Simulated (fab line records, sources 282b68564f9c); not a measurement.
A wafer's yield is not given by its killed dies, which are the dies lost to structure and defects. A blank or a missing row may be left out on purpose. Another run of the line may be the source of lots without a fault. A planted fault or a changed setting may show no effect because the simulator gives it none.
Struck lot and sound lot, side by side ; flow rit cmos ; 20 steps out of a route of 202
Sound: the wafers L765.1, L765.3, L765.6. Struck: wafers L771.1, L771.3, L771.4. At the end, the cause is stated.
At each step with rows: each side's tool, then ch and its chambers, then its first start. Under that, the readings that differ: sound wafers ; struck wafers ; difference of the means ; sigmas: that difference in standard deviations of wafers without a fault.
alike: readings with means less than 2 such deviations apart, plus words and numbers identical on both sides. not compared: withheld readings, readings lacking a value on some wafer, bounds such as >300 that could conceal the same value, and numbers that have no deviation in the record and whose values overlap.
The two part at a step that has a row with sigmas, a row that says differs or no value, or rows on one side only. When numbers do not overlap yet have no deviation, they are printed without sigmas and do not part them. A reading that every wafer of one side lacks parts them only if that side has two wafers or more.

first, 2 steps without rows for these wafers: RIT_NWELL_HARDBAKE_07 (time 120 s); RIT_NWELL_IMPLANT_08.
RIT_NWELL_STRIP_09: strips in O2, time 180 s.
  sound on plasma asher-04 ch 0,1, day 3 05:10; struck on plasma asher-03 ch 0,1, day 4 12:23
  alike: drypump motor current A
  not compared: rf hours counter h
RIT_NWELL_TW_MEAS_10:
  sound: film metro-03 at day 3 05:20; struck: film metro-04 at day 4 12:34
  alike: NWELL_TW
then, 2 steps without rows for these wafers: RIT_PWELL_HMDS_00 (prime time 60 s); RIT_PWELL_COAT_01 (resist thk 1300 nm).
RIT_PWELL_SOFTBAKE_02: time 62.36 s.
  sound on litho track-02 ch 0, day 3 05:42; struck on litho track-03 ch 0, day 4 12:55
  alike: plate sensor t centre C, plate sensor t edge C
then, 3 steps without rows for these wafers: RIT_PWELL_EXPOSE_03 (exposes mask M3, target cd 43700 nm); RIT_PWELL_PEB_04; RIT_PWELL_DEVELOP_05 (develop time 68 s).
RIT_PWELL_OVL_MEAS_06:
  sound: overlay-01 at day 3 06:17; struck: overlay-02 at day 4 13:30
  alike: PWELL_OVL
then, 1 step without rows for these wafers: RIT_PWELL_HARDBAKE_07 (time 120 s).
RIT_PWELL_IMPLANT_08:
  sound on implanter-02 ch 0, day 3 06:34; struck on implanter-04 ch 0, day 4 13:47
reading;sound;struck;difference;sigmas
dose ions cm2;6.99e+13 7.011e+13 7.008e+13;8.848e+13 8.851e+13 8.854e+13;+1.848e+13;+99 or more
faraday current uA;222 222 220;277 282 281;+59;+15
  alike: beam energy keV
RIT_PWELL_STRIP_09: strips in O2, time 180 s.
  sound on plasma asher-02 ch 1, day 3 06:43; struck on plasma asher-02 ch 0,1, day 4 13:56
  alike: drypump motor current A
  not compared: rf hours counter h
RIT_PWELL_TW_MEAS_10:
  sound: film metro-02 at day 3 06:53; struck: film metro-04 at day 4 14:07
reading;sound;struck;difference;sigmas
PWELL_TW;934 932 931;1035 1030 1035;+101;+11
then, 1 step without rows for these wafers: RIT_WELLDRIVE_ANNEAL_00 (time 14700 s).
RIT_WELLDRIVE_RS_MEAS_01: uses a four-point probe to measure.
  sound: film metro-03 at day 3 12:45; struck: film metro-03 at day 4 21:04
reading;sound;struck;difference;sigmas
NWELL_RS (ohm/sq);275.2 275.2 273.9;276.1 276.1 276.3;+1.4;+2
RIT_WELLDRIVE_RS_MEAS_02: uses a four-point probe to measure.
  sound: film metro-03 at day 3 12:52; struck: film metro-03 at day 4 21:11
reading;sound;struck;difference;sigmas
PWELL_RS (ohm/sq);430.9 429.6 429.8;369.4 369.7 370.2;-60.3;-46
then, 1 step without rows for these wafers: RIT_NRETRO_HMDS_00 (prime time 60 s).
RIT_M1_PROBE_99:
  sound: prober-01 at day 4 21:32; struck: prober-02 at day 6 03:42
reading;sound;struck;difference;sigmas
killed_at_M0_to_M3;1 0 0;0 0 0;+0;-2
model.etest.nmos_0p3.r on ohm um;2129 2168 2161;2410 2422 2355;+243;
model.etest.nmos_0p15.r on ohm um;1115 1144 1129;1268 1236 1207;+108;
model.etest.pwell pinched.rs ohm sq;456.1 456 454.2;399.3 389 392.9;-61.7;
model.etest.pwell.rs ohm sq;412.2 409 409.9;355.6 354.2 353.1;-56.1;
model.etest.nmos turned.drive ua um;334.3 340.1 337.9;262.5 249.1 266;-78.2;
model.etest.nmos_0p15.drive ua um;471.6 474.4 468.9;403.4 387.6 412.6;-70.4;
model.etest.nmos_0p3.drive ua um;227.2 225.2 226.8;191.5 182.6 190.7;-38.1;
model.etest.nmos narrow.drive ua um;224 226 224.6;187.6 180 189.3;-39.2;
  alike: killed at front end, killed dies, killed open, killed short

WHERE THEY PART
At RIT_PWELL_IMPLANT_08 first; at RIT_M1_PROBE_99 last (within this record only).

WHY: what the simulator had put in
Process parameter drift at RIT_PWELL_IMPLANT_08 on implanter-04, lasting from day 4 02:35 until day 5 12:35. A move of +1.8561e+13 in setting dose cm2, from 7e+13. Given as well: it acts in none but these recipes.
